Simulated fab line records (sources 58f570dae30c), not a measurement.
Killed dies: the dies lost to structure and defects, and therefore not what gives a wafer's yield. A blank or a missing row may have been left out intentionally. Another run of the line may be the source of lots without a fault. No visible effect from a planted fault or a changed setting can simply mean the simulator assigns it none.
Which of the tools did it?	flow berkeley_cmos170	45 wafers from 15 lots sampled at 2 of the route's 331 steps

## WHAT THE GAUGES SHOWED, per wafer
UCB170_PLDD_OVL_MEAS_07. Usual: PLDD_OVL gives -2 nm (standard deviation 4.9).
lot	measured	on	PLDD_OVL (nm)	flag
L328	day 6 07:40	overlay-01	-11 -7 -12	
L331	day 6 21:26	overlay-01	-1 -1 3	
L332	day 6 21:50	overlay-02	2 -4 0	
L333	day 7 04:20	overlay-02	2 -1 7	
L334	day 7 13:05	overlay-01	-2 -4 2	
L335	day 8 00:05	overlay-01	-5 -2 3	
L336	day 8 00:26	overlay-02	5 2 -7	
L338	day 8 04:15	overlay-02	4 2 3	
L340	day 8 10:04	overlay-01	-3 -2 -7	
L341	day 9 04:49	overlay-02	187 189 189	OFF
L345	day 9 05:10	overlay-02	184 177 176	OFF
L343	day 9 05:46	overlay-02	172 177 183	OFF
L347	day 9 18:19	overlay-01	3 0 4	
L346	day 9 18:34	overlay-02	-10 -7 2	
L350	day 10 16:11	overlay-01	-6 -1 -5	

## TOOL THAT RAN EACH LOT (tool first, then ch and the chambers of the sampled wafers, then the start)
lot	UCB170_PLDD_EXPOSE_03
L328	krf_scanner-02 ch 0, day 6 07:08
L331	krf_scanner-02 ch 0, day 6 20:55
L332	krf_scanner-01 ch 0, day 6 21:20
L333	krf_scanner-02 ch 0, day 7 03:37
L334	krf_scanner-02 ch 0, day 7 11:56
L335	krf_scanner-01 ch 0, day 7 23:25
L336	krf_scanner-01 ch 0, day 7 23:50
L338	krf_scanner-02 ch 0, day 8 03:45
L340	krf_scanner-02 ch 0, day 8 09:13
L341	krf_scanner-02 ch 0, day 9 03:57
L345	krf_scanner-02 ch 0, day 9 04:04
L343	krf_scanner-02 ch 0, day 9 04:33
L347	krf_scanner-01 ch 0, day 9 17:25
L346	krf_scanner-01 ch 0, day 9 17:33
L350	krf_scanner-01 ch 0, day 10 15:40
- UCB170_PLDD_EXPOSE_03: exposes mask PSELECT, target cd 1200 nm.

## AS READ BY THE TOOLS THEMSELVES (means over the sampled wafers that have a number; for cases with no such wafer, the mark the record gives instead)
The record holds no such reading with a usual standard deviation.

## THE ANSWER, worked out from the rows above alone
Rule: lot off if the mean of its wafers having a number is beyond 3 standard deviations from the usual mean. Also off: a lot with no number at a reading for which 4 or more lots have one. Any other lot the step has rows for is counted as sound. After the gauges, taken in route order, come the tools' own readings; for these a lot's mean is taken, as printed above. The first step at which some lot is off is used, and at that step the reading that is off furthest; a lot without a number counts as furthest.
Off: L341, L345, L343, seen at UCB170_PLDD_OVL_MEAS_07 (PLDD_OVL).
A tool fits if, at a process step before that reading, it ran every lot that is off, and no sound lot after the first of them. Gauges at UCB170_PLDD_OVL_MEAS_07: tried the same way as those tools. One fits: krf_scanner-02 at UCB170_PLDD_EXPOSE_03. A fault onset in the window from L340 (day 8 09:13, its last sound lot) to L341 (day 9 03:57, its first lot off) fits.

## WHAT THE SIMULATOR HAD PUT IN
Scanner matching overlay: krf_scanner-02, from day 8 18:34 on, at UCB170_PLDD_EXPOSE_03. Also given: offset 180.
Struck lots among those shown: L341, L345, L343. The same result came from the rule above.
